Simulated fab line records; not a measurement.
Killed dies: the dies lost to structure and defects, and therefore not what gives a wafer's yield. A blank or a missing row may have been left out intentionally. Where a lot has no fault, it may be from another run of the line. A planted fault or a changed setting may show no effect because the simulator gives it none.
fab line records -- flow berkeley_cmos170 -- part 2 of 2: steps 28 to 36 of 36
[record] lots = 5, wafers = 15, last_day = 12
route steps=331 shown PWELL@40 WELLDRIVE@55 ACTIVE@60
lots with no fault: from the same line, run without faults
start_h: hours from the record's opening day to when the first of the lot's shown wafers began -- wait_h: hours since the lot's step before -- " the same as in the row above -- L1.1+2: several wafers, shown together as one row -- - no value present, or no start provided -- * or withheld: withheld -- < > ~ a bound
route shown NAME@n: a module of which the file shows steps, and the number in the route of the first -- usual: mean and standard deviation over wafers with no fault -- same: alike in all rows -- chamber/n: place in a boat -- sites: readings site by site -- _std_site: the standard deviation of these -- _edge_site: the outer-site mean with the inner-site mean subtracted -- radius_mm: for every site, how far away it sits from the centre of the wafer -- mask NAME#n: copy n -- behind: the last tool/chamber to shape the wafer -- hold: cause of the lot's hold/its duration in hours/its outcome -- device: transistor that didn't switch, given as n, p or np -- end of line: the tests these same wafers got at the end of their route -- where a step has no rows: the recipe by itself -- killed: at the first sort, the dies lost to defects and structure; wafer yield is something else -- map: dies across one wafer; x = killed, . = not, _ = none there
set.NAME: the run value of the setting; set.NAME@STEP: its run value at that earlier step -- model.NAME: the simulator's own value behind a step, which no gauge read
a table for each step, a row for each wafer; lots at some steps of the route
services: when a tool's chamber went out of use (start_h, in hours from the record's first day, below 0 if earlier), for how many hours, and the reason
[[steps]]
[step UCB170_ACTIVE_HMDS_07]
[recipe] prime_time_s = 60, prime_temp_c = 100
[usual] exhaust_pa = 44.9/0.96
lot.wafer,tool,chamber,start_h,wait_h,exhaust_pa
L074.1,litho_track-04,0,90.01,0.1,46.5
L074.2,litho_track-04,0,90.01,0.1,44.7
L074.4,litho_track-04,0,90.01,0.1,45.4
L079.1,litho_track-04,0,116.84,0.1,46.6
L079.2,litho_track-04,0,116.84,0.1,45.4
L079.6,litho_track-04,0,116.84,0.1,45.0
L080.1,litho_track-02,0,116.84,0.1,44.3
L080.3,litho_track-02,0,116.84,0.1,43.8
L080.4,litho_track-02,0,116.84,0.1,43.8
L094.4,litho_track-03,0,181.10,0.1,43.8
L094.5,litho_track-03,0,181.10,0.1,45.4
L094.6,litho_track-03,0,181.10,0.1,44.3
L093.1,litho_track-04,0,181.10,0.1,44.7
L093.4,litho_track-04,0,181.10,0.1,44.4
L093.6,litho_track-04,0,181.10,0.1,44.6
[step UCB170_ACTIVE_COAT_08]
[recipe] resist = KrF, spin_rpm = 1500, resist_thk_nm = 900
[usual] exhaust_pa = 45.0/0.93
lot.wafer,tool,chamber,start_h,wait_h,exhaust_pa
L074.1,litho_track-04,0,90.16,0.1,45.5
L074.2,litho_track-04,0,90.16,0.1,44.9
L074.4,litho_track-04,0,90.16,0.1,45.7
L079.1,litho_track-04,0,116.99,0.1,46.3
L079.2,litho_track-04,0,116.99,0.1,45.4
L079.6,litho_track-04,0,116.99,0.1,45.6
L080.1,litho_track-02,0,116.99,0.1,45.5
L080.3,litho_track-02,0,116.99,0.1,44.7
L080.4,litho_track-02,0,116.99,0.1,44.8
L094.4,litho_track-03,0,181.25,0.1,45.7
L094.5,litho_track-03,0,181.25,0.1,44.4
L094.6,litho_track-03,0,181.25,0.1,44.7
L093.1,litho_track-04,0,181.25,0.1,44.4
L093.4,litho_track-04,0,181.25,0.1,45.0
L093.6,litho_track-04,0,181.25,0.1,44.2
[step UCB170_ACTIVE_SOFTBAKE_09]
[recipe] resist = KrF, temp_c = 130, time_s = 60
[usual] exhaust_pa = 45.0/0.88
lot.wafer,tool,chamber,start_h,wait_h,exhaust_pa
L074.1,litho_track-04,0,90.31,0.1,45.5
L074.2,litho_track-04,0,90.31,0.1,45.8
L074.4,litho_track-04,0,90.31,0.1,45.3
L079.1,litho_track-04,0,117.14,0.1,46.0
L079.2,litho_track-04,0,117.14,0.1,44.4
L079.6,litho_track-04,0,117.14,0.1,44.7
L080.1,litho_track-02,0,117.14,0.1,44.9
L080.3,litho_track-02,0,117.14,0.1,44.6
L080.4,litho_track-02,0,117.14,0.1,44.0
L094.4,litho_track-03,0,181.40,0.1,45.0
L094.5,litho_track-03,0,181.40,0.1,44.5
L094.6,litho_track-03,0,181.40,0.1,44.7
L093.1,litho_track-04,0,181.40,0.1,46.0
L093.4,litho_track-04,0,181.40,0.1,47.4
L093.6,litho_track-04,0,181.40,0.1,46.8
[step UCB170_ACTIVE_EXPOSE_10]
[recipe] mask_id = ACTIVE, target_cd_nm = 1200, na = 0.5, sigma_outer = 0.6, source_shape = conventional, dose_mj = 20
[usual] stage_vel_mm_s = 500.05/0.24
lot.wafer,tool,chamber,start_h,wait_h,mask,stage_vel_mm_s
L074.1,krf_scanner-01,0,90.70,0.4,ACTIVE#0,499.57
L074.2,krf_scanner-01,0,90.70,0.4,ACTIVE#0,499.59
L074.4,krf_scanner-01,0,90.70,0.4,ACTIVE#0,499.55
L079.1,krf_scanner-02,0,117.29,0.1,ACTIVE#0,500.00
L079.2,krf_scanner-02,0,117.29,0.1,ACTIVE#0,500.20
L079.6,krf_scanner-02,0,117.29,0.1,ACTIVE#0,500.04
L080.1,krf_scanner-01,0,117.53,0.4,ACTIVE#0,499.96
L080.3,krf_scanner-01,0,117.53,0.4,ACTIVE#0,499.99
L080.4,krf_scanner-01,0,117.53,0.4,ACTIVE#0,500.24
L094.4,krf_scanner-02,0,181.65,0.2,ACTIVE#0,499.98
L094.5,krf_scanner-02,0,181.65,0.2,ACTIVE#0,500.37
L094.6,krf_scanner-02,0,181.65,0.2,ACTIVE#0,499.83
L093.1,krf_scanner-01,0,181.84,0.4,ACTIVE#0,499.88
L093.4,krf_scanner-01,0,181.84,0.4,ACTIVE#0,499.92
L093.6,krf_scanner-01,0,181.84,0.4,ACTIVE#0,499.85
[step UCB170_ACTIVE_PEB_11]
[recipe] peb_temp_c = 130, peb_time_s = withheld, resist = KrF
[usual] exhaust_pa = 44.9/1.1
lot.wafer,tool,chamber,start_h,wait_h,exhaust_pa
L074.1,litho_track-03,0,90.82,0.1,44.8
L074.2,litho_track-03,0,90.82,0.1,45.6
L074.4,litho_track-03,0,90.82,0.1,44.8
L079.1,litho_track-03,0,117.53,0.2,45.5
L079.2,litho_track-03,0,117.53,0.2,45.1
L079.6,litho_track-03,0,117.53,0.2,44.1
L080.1,litho_track-04,0,117.74,0.2,45.5
L080.3,litho_track-04,0,117.74,0.2,44.9
L080.4,litho_track-04,0,117.74,0.2,45.8
L094.4,litho_track-02,0,181.90,0.2,47.4
L094.5,litho_track-02,0,181.90,0.2,46.7
L094.6,litho_track-02,0,181.90,0.2,46.3
L093.1,litho_track-03,0,182.20,0.3,46.0
L093.4,litho_track-03,0,182.20,0.3,46.0
L093.6,litho_track-03,0,182.20,0.3,45.6
[step UCB170_ACTIVE_DEVELOP_12]
[recipe] developer = TMAH, develop_time_s = 45, resist = KrF, dev_temp_c = 21
[usual] exhaust_pa = 45.2/0.87
[same] develop_time_s = 45
lot.wafer,tool,chamber,start_h,wait_h,exhaust_pa
L074.1,litho_track-03,0,-,-,44.3
L074.2,litho_track-03,0,-,-,45.0
L074.4,litho_track-03,0,-,-,44.2
L079.1,litho_track-03,0,-,-,46.1
L079.2,litho_track-03,0,-,-,46.7
L079.6,litho_track-03,0,-,-,46.6
L080.1,litho_track-04,0,-,-,45.6
L080.3,litho_track-04,0,-,-,45.4
L080.4,litho_track-04,0,-,-,45.0
L094.4,litho_track-02,0,-,-,45.3
L094.5,litho_track-02,0,-,-,45.8
L094.6,litho_track-02,0,-,-,44.1
L093.1,litho_track-03,0,-,-,45.2
L093.4,litho_track-03,0,-,-,45.3
L093.6,litho_track-03,0,-,-,46.0
[step UCB170_ACTIVE_CD_MEAS_13]
[recipe] target_cd_nm = 1200
[usual] cd_nm = 1200.2/1.6
lot.wafer,tool,chamber,start_h,wait_h,cd_nm
L074.1,cd_sem-01,-,91.10,-,1197.8
L074.2,cd_sem-01,-,91.10,-,1197.7
L074.4,cd_sem-01,-,91.10,-,1196.6
L079.1,cd_sem-02,-,117.80,-,1200.7
L079.2,cd_sem-02,-,117.80,-,1199.6
L079.6,cd_sem-02,-,117.80,-,1199.8
L080.1,cd_sem-02,-,118.01,-,1201.3
L080.3,cd_sem-02,-,118.01,-,1201.6
L080.4,cd_sem-02,-,118.01,-,1200.4
L094.4,cd_sem-02,-,182.16,-,1201.5
L094.5,cd_sem-02,-,182.16,-,1202.0
L094.6,cd_sem-02,-,182.16,-,1201.8
L093.1,cd_sem-01,-,182.50,-,1197.7
L093.4,cd_sem-01,-,182.50,-,1196.4
L093.6,cd_sem-01,-,182.50,-,1198.2
[step UCB170_ACTIVE_OVL_MEAS_14]
[usual] ACTIVE_OVL = -2/5.5
lot.wafer,tool,chamber,start_h,wait_h,ACTIVE_OVL[nm]
L074.1,overlay-02,-,91.22,0.1,-12
L074.2,overlay-02,-,91.22,0.1,-2
L074.4,overlay-02,-,91.22,0.1,-2
L079.1,overlay-02,-,117.92,0.1,-7
L079.2,overlay-02,-,117.92,0.1,0
L079.6,overlay-02,-,117.92,0.1,-3
L080.1,overlay-01,-,118.13,0.1,-2
L080.3,overlay-01,-,118.13,0.1,4
L080.4,overlay-01,-,118.13,0.1,-1
L094.4,overlay-02,-,182.24,0.1,-3
L094.5,overlay-02,-,182.24,0.1,-4
L094.6,overlay-02,-,182.24,0.1,-5
L093.1,overlay-02,-,182.62,0.1,-6
L093.4,overlay-02,-,182.62,0.1,8
L093.6,overlay-02,-,182.62,0.1,9
[step UCB170_ACTIVE_ETCH_15]
[recipe] chemistry = CH3F/Ar/O2, target = Si3N4, stop_on = SiO2, CH3F_flow_sccm = 20, Ar_flow_sccm = 50, O2_flow_sccm = 7, pressure_mtorr = 50, rf_w = 450, target_depth_a = 2420, over_etch_frac = 0.1, time_s = 151
[usual] CH3F_flow_sccm = 20.00/0.065, chamber_pressure_mTorr = 50.00/0.045, drypump_motor_current_A = 5.9/0.51, oes_product_au = 0.938/0.015, throttle_valve_pct = 8.11/0.15
lot.wafer,tool,chamber,start_h,wait_h,CH3F_flow_sccm,chamber_pressure_mTorr,drypump_motor_current_A,oes_product_au,rf_hours_counter_h,throttle_valve_pct
L074.1,rie_diel-03,3,91.25,0.0,19.92,49.94,6.5,0.959,37,8.27
L074.2,rie_diel-03,1,91.25,0.0,19.94,50.01,6.4,0.931,7,8.28
L074.4,rie_diel-03,2,91.25,0.0,19.97,49.93,5.5,0.958,8,7.83
L079.1,rie_diel-03,0,117.96,0.0,19.92,50.02,5.7,0.922,142,8.03
L079.2,rie_diel-03,3,117.96,0.0,20.03,49.98,6.5,0.961,38,8.25
L079.6,rie_diel-03,1,117.96,0.0,19.98,49.98,6.5,0.940,-,8.25
L080.1,rie_diel-02,2,118.17,0.0,20.00,50.15,5.1,0.930,117,8.31
L080.3,rie_diel-02,3,118.17,0.0,19.99,49.93,6.0,0.933,-,8.18
L080.4,rie_diel-02,2,118.17,0.0,19.94,49.97,5.1,0.919,-,8.29
L094.4,rie_diel-04,3,182.31,0.1,19.93,49.93,5.6,0.956,-,8.14
L094.5,rie_diel-04,0,182.31,0.1,20.00,49.95,5.8,0.930,-,7.98
L094.6,rie_diel-04,2,182.31,0.1,20.03,50.01,5.2,0.962,-,7.97
L093.1,rie_diel-03,3,182.65,0.0,19.90,50.03,6.5,0.972,41,8.23
L093.4,rie_diel-03,0,182.65,0.0,19.93,50.01,5.7,0.931,145,8.04
L093.6,rie_diel-03,3,182.65,0.0,19.95,49.99,6.5,0.965,-,8.25
[[services]]
tool,chamber,start_h,hours,kind
krf_scanner-01,-,35.83,0.4,repair
krf_scanner-01,-,44.62,21.0,pm
rie_diel-02,1,45.07,3.0,repair
plasma_asher-02,-,45.50,5.7,pm
implanter-03,-,58.00,4.2,repair
furnace-04,-,63.23,4.5,pm
rie_diel-02,-,63.43,0.1,repair
krf_scanner-01,-,65.62,1.0,pm
krf_scanner-01,-,67.38,0.8,pm
krf_scanner-02,-,71.22,7.2,repair
furnace-02,-,71.53,2.3,pm
krf_scanner-01,-,74.67,0.3,repair
implanter-03,-,75.92,3.7,repair
krf_scanner-02,-,78.44,1.0,pm
krf_scanner-01,-,78.81,0.2,repair
implanter-01,-,79.52,3.1,pm
rie_diel-04,1,83.92,3.8,repair
rie_diel-03,2,96.01,25.6,repair
krf_scanner-01,-,97.59,1.3,pm
krf_scanner-02,-,112.86,0.8,pm
krf_scanner-02,-,117.71,1.3,pm
furnace-01,-,128.38,2.2,pm
rie_diel-04,3,143.84,4.8,repair
krf_scanner-02,-,146.79,8.2,repair
